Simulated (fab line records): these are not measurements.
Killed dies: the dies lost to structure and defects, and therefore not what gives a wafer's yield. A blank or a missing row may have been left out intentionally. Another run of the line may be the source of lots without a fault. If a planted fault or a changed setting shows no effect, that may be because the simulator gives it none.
fab line records -- flow rit-cmos
[record] lots = 5, wafers = 15, last-day = 7
route steps=202 shown SDANNEAL@156 PSD@157 NSD@158 PLDD@159 NLDD@160 SILICIDE@161 CONTACT@168 M1@202
lots untouched by any fault: they come from a run of this same line in which no faults occurred
start-h: hours from the record's opening day to when the first of the lot's shown wafers began -- wait-h: time in hours since the lot's previous step -- " as in the row above -- L1.1+2: several wafers, shown together as one row -- - no value present, or no start provided -- * or withheld: withheld -- < > ~ a bound
route shown NAME@n: names a module that has steps shown in the file, with the first one's number in the route -- usual: average and standard deviation across the fault-free wafers -- same: alike in all rows -- chamber/n: place in a boat -- sites: each site's reading -- _std_site: the values' standard deviation -- _edge_site: outer sites' mean less inner sites' -- radius-mm: for every site, how far away it sits from the centre of the wafer -- mask NAME#n: copy n -- behind: the last tool/chamber to shape the wafer -- hold: cause of the lot's hold/its duration in hours/its outcome -- device: the n, p or np transistor that did not switch -- end of line: the route-end tests of the same wafers -- for a step that has no rows: nothing shown but its recipe -- killed: not the wafer's yield, but the dies lost to structure and defects at the first sort -- map: dies across one wafer; x = killed, . = not, _ = none there
set.NAME: the setting the step ran with; set.NAME@STEP: the setting that earlier step ran with -- model.NAME: the simulator's own value behind a step, which no gauge read
lots seen at some steps along the route; tables by step, rows by wafer
services: when a tool's chamber went out of use (start-h, in hours from the record's first day, below 0 if earlier), for how many hours, and the reason
[[steps]]
[step RIT_SDANNEAL_RTA_03]
[recipe] temp-c = 1050, time-s = 5, idle-temp-c = 600, ramp-up-c-per-s = 342, ramp-down-c-per-s = 171, cool-to-c = 600, ambient = N2
[usual] wafer_temp_C_max = 1053.6/1.3
lot.wafer,tool,chamber,start-h,wait-h,wafer_temp_C_max
L828.1,rtp-anneal-02,0,65.74,0.0,1053.8
L828.3,rtp-anneal-02,0,65.74,0.0,1053.0
L828.5,rtp-anneal-02,0,65.74,0.0,1054.4
L833.4,rtp-anneal-01,0,95.92,0.0,1055.5
L833.5,rtp-anneal-01,0,95.92,0.0,1054.1
L833.6,rtp-anneal-01,0,95.92,0.0,1054.4
L838.2,rtp-anneal-02,0,114.82,0.0,1053.3
L838.5,rtp-anneal-02,0,114.82,0.0,1053.2
L838.6,rtp-anneal-02,0,114.82,0.0,1054.2
L846.2,rtp-anneal-02,0,156.18,0.0,1056.2
L846.4,rtp-anneal-02,0,156.18,0.0,1053.3
L846.5,rtp-anneal-02,0,156.18,0.0,1053.6
L847.1,rtp-anneal-01,0,158.25,0.0,1051.6
L847.2,rtp-anneal-01,0,158.25,0.0,1052.0
L847.5,rtp-anneal-01,0,158.25,0.0,1053.0
[step RIT_SDANNEAL_RS_MEAS_04]
[recipe] thk-meas-gauge = four-point-probe
[usual] PSD_RS = 115.93/0.3
lot.wafer,tool,chamber,start-h,wait-h,PSD_RS[ohm/sq]
L828.1,film-metro-04,-,65.80,0.0,116.61
L828.3,film-metro-04,-,65.80,0.0,116.40
L828.5,film-metro-04,-,65.80,0.0,116.29
L833.4,film-metro-01,-,96.01,0.1,116.19
L833.5,film-metro-01,-,96.01,0.1,116.30
L833.6,film-metro-01,-,96.01,0.1,116.35
L838.2,film-metro-01,-,114.89,0.1,115.98
L838.5,film-metro-01,-,114.89,0.1,115.58
L838.6,film-metro-01,-,114.89,0.1,115.89
L846.2,film-metro-04,-,156.25,0.1,116.29
L846.4,film-metro-04,-,156.25,0.1,115.78
L846.5,film-metro-04,-,156.25,0.1,116.00
L847.1,film-metro-01,-,158.31,0.0,116.10
L847.2,film-metro-01,-,158.31,0.0,115.87
L847.5,film-metro-01,-,158.31,0.0,116.12
[step RIT_SDANNEAL_RS_MEAS_05]
[recipe] thk-meas-gauge = four-point-probe
[usual] NSD_RS = 84.6/0.33
lot.wafer,tool,chamber,start-h,wait-h,NSD_RS[ohm/sq]
L828.1,film-metro-04,-,65.92,0.1,84.7
L828.3,film-metro-04,-,65.92,0.1,84.4
L828.5,film-metro-04,-,65.92,0.1,84.6
L833.4,film-metro-01,-,96.13,0.1,84.4
L833.5,film-metro-01,-,96.13,0.1,84.6
L833.6,film-metro-01,-,96.13,0.1,84.2
L838.2,film-metro-01,-,115.01,0.1,84.6
L838.5,film-metro-01,-,115.01,0.1,84.9
L838.6,film-metro-01,-,115.01,0.1,84.8
L846.2,film-metro-04,-,156.37,0.1,84.5
L846.4,film-metro-04,-,156.37,0.1,84.6
L846.5,film-metro-04,-,156.37,0.1,84.7
L847.1,film-metro-01,-,158.43,0.1,85.0
L847.2,film-metro-01,-,158.43,0.1,85.2
L847.5,film-metro-01,-,158.43,0.1,85.0
[step RIT_SDANNEAL_RS_MEAS_06]
[recipe] thk-meas-gauge = four-point-probe
[usual] PLDD_RS = 178.6/0.53
lot.wafer,tool,chamber,start-h,wait-h,PLDD_RS[ohm/sq]
L828.1,film-metro-04,-,66.04,0.1,179.2
L828.3,film-metro-04,-,66.04,0.1,179.3
L828.5,film-metro-04,-,66.04,0.1,179.2
L833.4,film-metro-01,-,96.25,0.1,178.9
L833.5,film-metro-01,-,96.25,0.1,179.3
L833.6,film-metro-01,-,96.25,0.1,178.8
L838.2,film-metro-01,-,115.13,0.1,179.1
L838.5,film-metro-01,-,115.13,0.1,178.8
L838.6,film-metro-01,-,115.13,0.1,179.1
L846.2,film-metro-04,-,156.49,0.1,178.6
L846.4,film-metro-04,-,156.49,0.1,178.7
L846.5,film-metro-04,-,156.49,0.1,178.5
L847.1,film-metro-01,-,158.55,0.1,179.3
L847.2,film-metro-01,-,158.55,0.1,179.3
L847.5,film-metro-01,-,158.55,0.1,179.1
[step RIT_SDANNEAL_RS_MEAS_07]
[recipe] thk-meas-gauge = four-point-probe
[usual] NLDD_RS = 151.6/0.54
lot.wafer,tool,chamber,start-h,wait-h,NLDD_RS[ohm/sq]
L828.1,film-metro-04,-,66.16,0.1,151.8
L828.3,film-metro-04,-,66.16,0.1,151.5
L828.5,film-metro-04,-,66.16,0.1,151.7
L833.4,film-metro-01,-,96.37,0.1,152.0
L833.5,film-metro-01,-,96.37,0.1,151.4
L833.6,film-metro-01,-,96.37,0.1,151.9
L838.2,film-metro-01,-,115.25,0.1,151.3
L838.5,film-metro-01,-,115.25,0.1,152.0
L838.6,film-metro-01,-,115.25,0.1,151.9
L846.2,film-metro-04,-,156.61,0.1,151.1
L846.4,film-metro-04,-,156.61,0.1,152.0
L846.5,film-metro-04,-,156.61,0.1,150.9
L847.1,film-metro-01,-,158.67,0.1,152.0
L847.2,film-metro-01,-,158.67,0.1,152.6
L847.5,film-metro-01,-,158.67,0.1,152.3
[step RIT_SILICIDE_WET_ETCH_00]
[recipe] chemistry = BOE, target = SiO2, target-depth-nm = 14, time-s = 15, dry = n2-spin, dilution = 10:1, temp-c = 21.5
[step RIT_SILICIDE_SPUTTER_01]
[recipe] material = Ti, target-thk-nm = 30, power-w = 350, chamber-pressure-pa = 0.667, gas = Ar, time-s = 240, substrate-temp-c = 25
[usual] chamber-pressure-pa = 0.6669/0.0014, throttle-valve-pct = 30.2/1.1
lot.wafer,tool,chamber,start-h,wait-h,chamber-pressure-pa,throttle-valve-pct
L828.1,pvd-sputter-04,-,66.29,0.0,0.6667,30.5
L828.3,pvd-sputter-04,-,66.29,0.0,0.6663,31.4
L828.5,pvd-sputter-04,-,66.29,0.0,0.6657,31.2
L833.4,pvd-sputter-03,-,96.52,0.1,0.6656,29.7
L833.5,pvd-sputter-03,-,96.52,0.1,0.6703,28.4
L833.6,pvd-sputter-03,-,96.52,0.1,0.6669,31.1
L838.2,pvd-sputter-04,-,115.36,0.0,0.6659,28.9
L838.5,pvd-sputter-04,-,115.36,0.0,0.6674,31.2
L838.6,pvd-sputter-04,-,115.36,0.0,0.6658,28.8
L846.2,pvd-sputter-04,-,156.72,0.0,0.6688,29.2
L846.4,pvd-sputter-04,-,156.72,0.0,0.6683,29.8
L846.5,pvd-sputter-04,-,156.72,0.0,0.6680,30.5
L847.1,pvd-sputter-02,-,158.80,0.0,0.6676,29.2
L847.2,pvd-sputter-02,-,158.80,0.0,0.6665,31.6
L847.5,pvd-sputter-02,-,158.80,0.0,0.6689,29.3
[step RIT_SILICIDE_RS_MEAS_02]
[recipe] thk-meas-gauge = four-point-probe, reads = Ti_of_SILICIDE_SPUTTER_01
[usual] SILICIDE_TI_RS = 47.7/0.72
lot.wafer,tool,chamber,start-h,wait-h,SILICIDE_TI_RS[ohm/sq]
L828.1,film-metro-03,-,66.44,0.1,47.7
L828.3,film-metro-03,-,66.44,0.1,48.4
L828.5,film-metro-03,-,66.44,0.1,48.4
L833.4,film-metro-02,-,96.65,0.1,48.1
L833.5,film-metro-02,-,96.65,0.1,47.1
L833.6,film-metro-02,-,96.65,0.1,46.9
L838.2,film-metro-04,-,115.53,0.1,48.6
L838.5,film-metro-04,-,115.53,0.1,49.0
L838.6,film-metro-04,-,115.53,0.1,48.7
L846.2,film-metro-02,-,156.89,0.1,47.3
L846.4,film-metro-02,-,156.89,0.1,47.6
L846.5,film-metro-02,-,156.89,0.1,47.5
L847.1,film-metro-03,-,158.95,0.1,47.0
L847.2,film-metro-03,-,158.95,0.1,47.5
L847.5,film-metro-03,-,158.95,0.1,47.2
[step RIT_SILICIDE_THK_MEAS_03]
[recipe] thk-meas-gauge = xrf, reads = Ti_of_SILICIDE_SPUTTER_01
[usual] SILICIDE_TI_THK = 29.6/0.39
lot.wafer,tool,chamber,start-h,wait-h,SILICIDE_TI_THK[nm]
L828.1,film-metro-03,-,66.56,0.1,29.6
L828.3,film-metro-03,-,66.56,0.1,29.2
L828.5,film-metro-03,-,66.56,0.1,29.2
L833.4,film-metro-02,-,96.74,0.1,29.4
L833.5,film-metro-02,-,96.74,0.1,29.8
L833.6,film-metro-02,-,96.74,0.1,30.1
L838.2,film-metro-04,-,115.64,0.1,29.3
L838.5,film-metro-04,-,115.64,0.1,29.0
L838.6,film-metro-04,-,115.64,0.1,29.3
L846.2,film-metro-02,-,157.00,0.1,29.7
L846.4,film-metro-02,-,157.00,0.1,29.5
L846.5,film-metro-02,-,157.00,0.1,29.7
L847.1,film-metro-03,-,159.07,0.1,30.0
L847.2,film-metro-03,-,159.07,0.1,29.6
L847.5,film-metro-03,-,159.07,0.1,29.8
[step RIT_SILICIDE_RTA_04]
[recipe] temp-c = 650, time-s = 10, idle-temp-c = 25, ramp-up-s = 5, ramp-down-s = 5, cool-to-c = 25, ambient = N2
[usual] wafer_temp_C_max = 652.2/0.52
lot.wafer,tool,chamber,start-h,wait-h,wafer_temp_C_max
L828.1,rtp-anneal-02,0,66.62,0.1,652.3
L828.3,rtp-anneal-02,0,66.62,0.1,652.8
L828.5,rtp-anneal-02,0,66.62,0.1,653.0
L833.4,rtp-anneal-02,0,96.81,0.1,652.4
L833.5,rtp-anneal-02,0,96.81,0.1,651.8
L833.6,rtp-anneal-02,0,96.81,0.1,652.3
L838.2,rtp-anneal-01,0,115.70,0.1,652.2
L838.5,rtp-anneal-01,0,115.70,0.1,652.4
L838.6,rtp-anneal-01,0,115.70,0.1,651.4
L846.2,rtp-anneal-01,0,157.06,0.1,651.7
L846.4,rtp-anneal-01,0,157.06,0.1,651.4
L846.5,rtp-anneal-01,0,157.06,0.1,652.2
L847.1,rtp-anneal-02,0,159.13,0.1,652.0
L847.2,rtp-anneal-02,0,159.13,0.1,652.6
L847.5,rtp-anneal-02,0,159.13,0.1,653.3
[step RIT_SILICIDE_WET_ETCH_05]
[recipe] chemistry = SPM, target = Ti, temp-c = 90, time-s = 120, dry = n2-spin
[step RIT_SILICIDE_RTA_06]
[recipe] temp-c = 750, time-s = 10, idle-temp-c = 25, ramp-up-s = 5, ramp-down-s = 10, cool-to-c = 25, ambient = N2
[usual] wafer_temp_C_max = 752.5/0.6
lot.wafer,tool,chamber,start-h,wait-h,wafer_temp_C_max
L828.1,rtp-anneal-02,0,66.73,0.0,752.7
L828.3,rtp-anneal-02,0,66.73,0.0,752.5
L828.5,rtp-anneal-02,0,66.73,0.0,753.0
L833.4,rtp-anneal-01,0,96.92,0.0,753.2
L833.5,rtp-anneal-01,0,96.92,0.0,752.7
L833.6,rtp-anneal-01,0,96.92,0.0,751.9
L838.2,rtp-anneal-02,0,115.81,0.0,753.2
L838.5,rtp-anneal-02,0,115.81,0.0,752.9
L838.6,rtp-anneal-02,0,115.81,0.0,752.7
L846.2,rtp-anneal-02,0,157.17,0.0,752.6
L846.4,rtp-anneal-02,0,157.17,0.0,752.6
L846.5,rtp-anneal-02,0,157.17,0.0,752.4
L847.1,rtp-anneal-01,0,159.24,0.0,751.9
L847.2,rtp-anneal-01,0,159.24,0.0,752.3
L847.5,rtp-anneal-01,0,159.24,0.0,752.5
[step RIT_CONTACT_CVD_00]
[recipe] material = SiO2, target-thk-nm = 400, precursor = TEOS, temp-c = 390, time-s = 61, rf-w = 400
[usual] heater-power-w = 313/45, run-length-s = 88.9/0.66
lot.wafer,tool,chamber,start-h,wait-h,heater-power-w,run-length-s,model.SiO2_of_CONTACT_CVD_00.thk-nm
L828.1,pecvd-01,1,66.79,0.1,277,90.0,400.4
L828.3,pecvd-01,0,66.79,0.1,304,89.4,393.8
L828.5,pecvd-01,2,66.79,0.1,346,88.7,407.5
L833.4,pecvd-02,1,96.97,0.0,284,130.3,670.4
L833.5,pecvd-02,0,96.97,0.0,357,89.9,400.3
L833.6,pecvd-02,2,96.97,0.0,265,87.8,395.1
L838.2,pecvd-03,1,115.87,0.0,247,89.2,386.6
L838.5,pecvd-03,2,115.87,0.0,373,89.1,400.5
L838.6,pecvd-03,1,115.87,0.0,271,89.4,397.9
L846.2,pecvd-01,1,157.23,0.0,269,89.5,399
L846.4,pecvd-01,0,157.23,0.0,312,88.5,404.9
L846.5,pecvd-01,2,157.23,0.0,306,88.6,408.7
L847.1,pecvd-03,1,159.31,0.1,249,89.7,399.8
L847.2,pecvd-03,0,159.31,0.1,229,88.3,399.2
L847.5,pecvd-03,2,159.31,0.1,411,88.7,404.5
[step RIT_CONTACT_THK_MEAS_01]
[recipe] reads = SiO2_of_CONTACT_CVD_00
[usual] CONTACT_TEOS_THK = 399/4.7
lot.wafer,tool,chamber,start-h,wait-h,CONTACT_TEOS_THK[nm]
L828.1,film-metro-01,-,66.84,0.0,400
L828.3,film-metro-01,-,66.84,0.0,394
L828.5,film-metro-01,-,66.84,0.0,407
L833.4,film-metro-04,-,97.03,0.0,670
L833.5,film-metro-04,-,97.03,0.0,400
L833.6,film-metro-04,-,97.03,0.0,395
L838.2,film-metro-04,-,115.93,0.0,386
L838.5,film-metro-04,-,115.93,0.0,401
L838.6,film-metro-04,-,115.93,0.0,398
L846.2,film-metro-03,-,157.29,0.0,399
L846.4,film-metro-03,-,157.29,0.0,405
L846.5,film-metro-03,-,157.29,0.0,408
L847.1,film-metro-01,-,159.36,0.0,399
L847.2,film-metro-01,-,159.36,0.0,399
L847.5,film-metro-01,-,159.36,0.0,405
[step RIT_CONTACT_HMDS_02]
[recipe] prime-time-s = 60, prime-temp-c = 140
[step RIT_CONTACT_COAT_03]
[recipe] resist = NOVOLAK, spin-rpm = 3250, resist-thk-nm = 1000
[step RIT_CONTACT_SOFTBAKE_04]
[recipe] resist = NOVOLAK, temp-c = 90, time-s = 60
[step RIT_CONTACT_EXPOSE_05]
[recipe] mask-id = M11, na = 0.6, source-shape = conventional, sigma-outer = 0.5, target-cd-nm = 1000, dose-mj = 250
[step RIT_CONTACT_PEB_06]
[recipe] resist = NOVOLAK, temp-c = withheld, time-s = withheld
[step RIT_CONTACT_DEVELOP_07]
[recipe] resist = NOVOLAK, develop-time-s = 120, dev-temp-c = 23
[step RIT_CONTACT_CD_MEAS_08]
[recipe] target-cd-nm = 1000
[usual] cd-nm = 1000.1/1.9
lot.wafer,tool,chamber,start-h,wait-h,cd-nm
L828.1,cd-sem-02,-,67.99,-,999.0
L828.3,cd-sem-02,-,67.99,-,1002.0
L828.5,cd-sem-02,-,67.99,-,1000.4
L833.4,cd-sem-02,-,98.23,-,999.4
L833.5,cd-sem-02,-,98.23,-,1001.2
L833.6,cd-sem-02,-,98.23,-,1000.5
L838.2,cd-sem-02,-,117.10,-,999.8
L838.5,cd-sem-02,-,117.10,-,1000.4
L838.6,cd-sem-02,-,117.10,-,999.0
L846.2,cd-sem-01,-,158.32,-,998.1
L846.4,cd-sem-01,-,158.32,-,998.8
L846.5,cd-sem-01,-,158.32,-,998.6
L847.1,cd-sem-01,-,160.51,-,1001.3
L847.2,cd-sem-01,-,160.51,-,999.8
L847.5,cd-sem-01,-,160.51,-,1001.1
[step RIT_CONTACT_OVL_MEAS_09]
[usual] CONTACT_OVL = 0.7/1.2
lot.wafer,tool,chamber,start-h,wait-h,CONTACT_OVL[nm]
L828.1,overlay-02,-,68.11,0.1,0.2
L828.3,overlay-02,-,68.11,0.1,0.3
L828.5,overlay-02,-,68.11,0.1,-0.4
L833.4,overlay-02,-,98.31,0.1,-0.7
L833.5,overlay-02,-,98.31,0.1,-0.1
L833.6,overlay-02,-,98.31,0.1,-0.6
L838.2,overlay-02,-,117.21,0.1,-0.6
L838.5,overlay-02,-,117.21,0.1,0.2
L838.6,overlay-02,-,117.21,0.1,-2.0
L846.2,overlay-01,-,158.43,0.1,2.2
L846.4,overlay-01,-,158.43,0.1,2.4
L846.5,overlay-01,-,158.43,0.1,2.8
L847.1,overlay-01,-,160.63,0.1,-1.4
L847.2,overlay-01,-,160.63,0.1,0.1
L847.5,overlay-01,-,160.63,0.1,-0.7
[step RIT_CONTACT_HARDBAKE_10]
[recipe] resist = NOVOLAK, temp-c = 140, time-s = 60
[step RIT_CONTACT_ETCH_11]
[recipe] target-depth-a = 4800, over-etch-frac = 0.2, stop-on = TiSi2, chemistry = CHF3/CF4/Ar, target = SiO2, CHF3_flow_sccm = 50, cf4-flow-sccm = 10, Ar_flow_sccm = 100, O2_flow_sccm = 5, pressure-mtorr = 100, rf-w = 200, time-s = 320
[usual] chamber-pressure-mTorr = 100.01/0.085, drypump-motor-current-A = 5.8/0.36, oes-product-au = 0.995/0.016, throttle-valve-pct = 8.90/0.1
lot.wafer,tool,chamber,start-h,wait-h,chamber-pressure-mTorr,drypump-motor-current-A,oes-product-au,rf-hours-counter-h,throttle-valve-pct,model.etch.depth-nm,model.CONTACT.feature-depth-nm
L828.1,rie-diel-02,2,68.30,0.1,100.06,5.5,0.969,119,8.93,400.4,400.4
L828.3,rie-diel-02,0,68.30,0.1,99.97,6.3,0.972,1,8.93,393.8,393.8
L828.5,rie-diel-02,1,68.30,0.1,99.99,5.8,0.984,-,9.02,407.5,407.5
L833.4,rie-diel-03,1,98.48,0.1,100.04,5.4,0.967,160,8.67,491.2,491.2
L833.5,rie-diel-03,0,98.48,0.1,99.92,5.8,0.987,-,8.84,400.3,400.3
L833.6,rie-diel-03,3,98.48,0.1,100.10,5.8,1.005,-,8.84,395.1,395.1
L838.2,rie-diel-01,0,117.39,0.1,100.11,5.7,1.004,93,8.89,386.6,386.6
L838.5,rie-diel-01,3,117.39,0.1,99.98,5.2,1.016,-,8.94,400.5,400.5
L838.6,rie-diel-01,2,117.39,0.1,100.08,6.5,0.980,-,9.07,397.9,397.9
L846.2,rie-diel-03,2,158.61,0.1,99.96,5.9,0.987,8,8.81,399,399
L846.4,rie-diel-03,1,158.61,0.1,100.12,5.4,0.985,0,8.66,404.9,404.9
L846.5,rie-diel-03,0,158.61,0.1,99.98,5.8,0.985,-,8.84,408.7,408.7
L847.1,rie-diel-01,2,160.89,0.1,100.03,6.5,0.982,145,9.06,399.8,399.8
L847.2,rie-diel-01,0,160.89,0.1,100.05,5.7,1.006,94,8.91,399.2,399.2
L847.5,rie-diel-01,0,160.89,0.1,99.96,5.7,1.011,-,8.90,404.5,404.5
[step RIT_CONTACT_STRIP_12]
[recipe] chemistry = O2, time-s = 180, resist = NOVOLAK, platen-temp-c = withheld, power-w = 500, pressure-mtorr = 4000, o2-flow-sccm = 4000
[usual] chamber-pressure-mTorr = 4001/3.7, drypump-motor-current-A = 5.7/0.31
lot.wafer,tool,chamber,start-h,wait-h,chamber-pressure-mTorr,drypump-motor-current-A,rf-hours-counter-h
L828.1,plasma-asher-04,1,68.50,0.1,3998,6.5,43
L828.3,plasma-asher-04,1,68.50,0.1,4005,6.5,-
L828.5,plasma-asher-04,0,68.50,0.1,4003,5.5,-
L833.4,plasma-asher-02,0,98.73,0.2,4004,5.6,-
L833.5,plasma-asher-02,0,98.73,0.2,3998,5.6,-
L833.6,plasma-asher-02,1,98.73,0.2,3999,5.7,-
L838.2,plasma-asher-02,0,117.59,0.1,3993,5.6,50
L838.5,plasma-asher-02,0,117.59,0.1,3999,5.6,-
L838.6,plasma-asher-02,1,117.59,0.1,3996,5.7,-
L846.2,plasma-asher-04,1,158.80,0.1,4005,6.5,4
L846.4,plasma-asher-04,1,158.80,0.1,3997,6.4,-
L846.5,plasma-asher-04,1,158.80,0.1,4001,6.5,-
L847.1,plasma-asher-02,1,161.09,0.1,3996,5.7,54
L847.2,plasma-asher-02,0,161.09,0.1,4003,5.6,54
L847.5,plasma-asher-02,0,161.09,0.1,3989,5.6,-
[step RIT_CONTACT_CD_MEAS_90]
[recipe] target-cd-nm = 1000
[usual] cd-nm = 1000.2/2
lot.wafer,tool,chamber,start-h,wait-h,cd-nm
L828.1,cd-sem-01,-,68.67,0.1,998.9
L828.3,cd-sem-01,-,68.67,0.1,1001.2
L828.5,cd-sem-01,-,68.67,0.1,1000.0
L833.4,cd-sem-02,-,98.91,0.1,999.8
L833.5,cd-sem-02,-,98.91,0.1,1001.1
L833.6,cd-sem-02,-,98.91,0.1,1000.7
L838.2,cd-sem-02,-,117.78,0.1,999.4
L838.5,cd-sem-02,-,117.78,0.1,1000.1
L838.6,cd-sem-02,-,117.78,0.1,999.5
L846.2,cd-sem-01,-,159.00,0.1,998.7
L846.4,cd-sem-01,-,159.00,0.1,999.5
L846.5,cd-sem-01,-,159.00,0.1,998.3
L847.1,cd-sem-02,-,161.26,0.1,1001.5
L847.2,cd-sem-02,-,161.26,0.1,999.4
L847.5,cd-sem-02,-,161.26,0.1,1000.7
[step RIT_CONTACT_CLEAN_13]
[recipe] chemistry = SC1, mix = 3:3:50, time-s = 600, temp-c = 75
lot.wafer,tool,chamber,start-h,wait-h,model.SiO2_of_CONTACT_CVD_00.thk-nm
L828.1,wet-bench-03,1,68.79,0.1,396.3
L828.3,wet-bench-03,1,68.79,0.1,389.7
L828.5,wet-bench-03,1,68.79,0.1,403.4
L833.4,wet-bench-03,3,98.97,0.0,666.4
L833.5,wet-bench-03,3,98.97,0.0,396.3
L833.6,wet-bench-03,3,98.97,0.0,391.1
L838.2,wet-bench-03,3,117.88,0.1,382.5
L838.5,wet-bench-03,3,117.88,0.1,396.5
L838.6,wet-bench-03,3,117.88,0.1,393.8
L846.2,wet-bench-01,0,159.10,0.1,394.9
L846.4,wet-bench-01,0,159.10,0.1,400.9
L846.5,wet-bench-01,0,159.10,0.1,404.7
L847.1,wet-bench-01,1,161.38,0.1,395.6
L847.2,wet-bench-01,1,161.38,0.1,395.1
L847.5,wet-bench-01,1,161.38,0.1,400.4
[step RIT_CONTACT_CLEAN_14]
[recipe] chemistry = SC2, mix = 3:3:50, time-s = 600, temp-c = 75, dry = n2-spin
[step RIT_M1_PROBE_99]
[usual] killed-at-contacts = 0.1/0.25, killed-at-front-end = 6.8/2.7, killed-dies = 6.8/2.7, killed-on-rim = 1.7/1.2, killed-open = 3.4/1.8, killed-short = 3.5/1.7
[same] gross-dies = 264, killed_at_M0_to_M3 = 0, killed_at_M4_up = 0, killed-at-back-side = 0, killed-at-other = 0
lot.wafer,tool,chamber,start-h,wait-h,killed-at-contacts,killed-at-front-end,killed-dies,killed-on-rim,killed-open,killed-short
L828.1,prober-01,-,73.15,0.1,0,8,8,1,4,4
L828.3,prober-01,-,73.25,0.2,0,4,4,0,2,2
L828.5,prober-01,-,73.35,0.2,0,6,6,1,3,3
L833.4,prober-01,-,127.45,0.2,257,7,264,70,5,2
L838.2,prober-01,-,129.15,1.7,0,13,13,5,5,8
L838.5,prober-01,-,129.30,1.8,0,6,6,2,4,2
L838.6,prober-01,-,129.35,1.8,0,2,2,1,1,1
L847.1,prober-02,-,165.93,0.1,0,8,8,1,4,4
L847.2,prober-02,-,165.98,0.1,0,7,7,1,1,6
L847.5,prober-02,-,166.13,0.2,0,3,3,1,2,1
// killed by level:class
L828.1 FOX1:geometric-particle:short=2 GATE:geometric-particle:open=2 SPACER:geometric-particle:short=2 FOX2:geometric-particle:open=1 REOX:geometric-particle:open=1
L828.3 FOX1:geometric-particle:open=1 FOX1:geometric-particle:short=1 REOX:geometric-particle:open=1 SPACER:geometric-particle:short=1
L828.5 GATE:geometric-particle:open=2 FOX1:geometric-particle:short=1 GATE:geometric-particle:short=1 SPACER:geometric-particle:open=1 SILICIDE:geometric-particle:short=1
L833.4 CONTACT:area-etch=257 FOX1:geometric-particle:open=2 REOX:geometric-particle:open=2 FOX2:geometric-particle:open=1 FOX2:geometric-particle:short=1 REOX:geometric-particle:short=1
L838.2 FOX1:geometric-particle:short=3 GATE:geometric-particle:short=2 REOX:geometric-particle:open=2 SPACER:geometric-particle:short=2 FOX1:geometric-particle:open=1 GATE:geometric-particle:open=1 REOX:geometric-particle:short=1 SPACER:geometric-particle:open=1
L838.5 REOX:geometric-particle:short=2 SILICIDE:geometric-particle:open=2 GATE:geometric-particle:open=1 SPACER:geometric-particle:open=1
L838.6 REOX:geometric-particle:open=1 REOX:geometric-particle:short=1
L847.1 GATE:geometric-particle:open=3 REOX:geometric-particle:short=2 FOX1:geometric-particle:short=1 SILICIDE:geometric-particle:short=1 SILICIDE:geometric-particle:open=1
L847.2 FOX2:geometric-particle:short=4 GATE:geometric-particle:short=1 SILICIDE:geometric-particle:short=1 SILICIDE:geometric-particle:open=1
L847.5 REOX:geometric-particle:open=2 REOX:geometric-particle:short=1
// map L833.4 (x killed, . not)
________xxxxxxx_______
_____xxxxxxxxxxxxx____
____xxxxxxxxxxxxxxx___
___xxxxxxxxxxxxxxxxx__
__xxxxxxxxxxxxxxxxxxx_
__xxxxxxxxxxxxxxxxxxx_
_xxxxxxxxxxxxxxxxxxxxx
_xxxxxxxxxxxxxxxxxxxxx
_xxxxxxxxxxxxxxxxxxxxx
_xxxxxxxxxxxxxxxxxxxxx
__xxxxxxxxxxxxxxxxxxx_
__xxxxxxxxxxxxxxxxxxx_
___xxxxxxxxxxxxxxxxx__
____xxxxxxxxxxxxxxx___
_____xxxxxxxxxxxxx____
________xxxxxxx_______
// map L846.2 (x killed, . not)
________......._______
_____.............____
____...............___
___.................__
__.................x._
__.......x......x...._
_.....................
_.........x..x........
_.........x.x.........
_.....................
__..................._
__........x.........._
___.................__
____....x..........___
_____..x..........____
________....x.._______
[[services]]
tool,chamber,start-h,hours,kind
rie-diel-03,0,46.53,12.1,repair
pecvd-02,-,52.59,14.6,pm
pecvd-03,0,55.32,4.3,repair
pecvd-03,-,57.99,2.8,pm
rtp-anneal-01,-,66.52,0.7,pm
pecvd-01,-,67.24,0.8,repair
pecvd-01,-,71.22,28.1,pm
plasma-asher-04,-,78.79,21.3,repair
pvd-sputter-04,-,87.40,3.9,repair
rie-diel-02,0,90.66,1.9,repair
rie-diel-01,3,95.37,2.0,repair
pvd-sputter-04,-,100.84,0.8,repair
rie-diel-03,1,105.81,-,clean
rie-diel-01,1,107.04,16.2,repair
plasma-asher-04,-,108.75,9.0,pm
wet-bench-03,-,116.04,1.7,repair
plasma-asher-02,-,126.35,4.3,pm
pecvd-03,-,128.55,0.3,repair
pvd-sputter-02,-,129.59,12.5,repair
rie-diel-02,-,132.06,2.8,pm
rie-diel-02,0,135.72,15.4,repair
pvd-sputter-03,-,139.66,2.1,repair
pvd-sputter-02,-,142.72,5.9,repair
pvd-sputter-03,-,148.31,17.6,repair
[[key]]
[first-sign] step = RIT_CONTACT_CVD_00, reading = run-length-s, direction = up, sigmas = 63, usual = *, struck = *
[effect] step = RIT_CONTACT_THK_MEAS_01, reading = CONTACT_TEOS_THK, direction = up, sigmas = 57, usual = 399, struck = 670
[effect] step = RIT_M1_PROBE_99, reading = killed-at-contacts, direction = up, sigmas = 99+, usual = 0.1, struck = 257
[model-effect] step = RIT_CONTACT_CVD_00, value = SiO2_of_CONTACT_CVD_00.thk-nm, without = 394.3, struck = 670.4
[model-effect] step = RIT_CONTACT_ETCH_11, value = etch.depth-nm, without = 394.3, struck = 491.2
[model-effect] step = RIT_CONTACT_CLEAN_13, value = SiO2_of_CONTACT_CVD_00.thk-nm, without = 390.3, struck = 666.4
[more-kills-born-at] RIT_CONTACT_ETCH_11@rie-diel-03 = 257
met-at RIT_CONTACT_CVD_00
struck-wafers L833.4
later-rows-left-out L833.4
tester-left-out L833
[fault] kind = process-parameter-drift, tool = pecvd-02, chamber = 1, onset-h = 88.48, steps = RIT_CONTACT_CVD_00, channel = time-s, offset = *, shape = step, end-h = 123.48, stated = *
// tester-left-out: of these lots the tester's yield and bins aren't shown, on N5 and GAA mostly nor the transistor test; their killed dies are dies lost to structure and defects alone, not to doping, threshold or leakage, so they don't give the yield
// later-rows-left-out: the simulator's readings of these wafers behind a module that went badly wrong aren't trusted and aren't shown, but for the sort
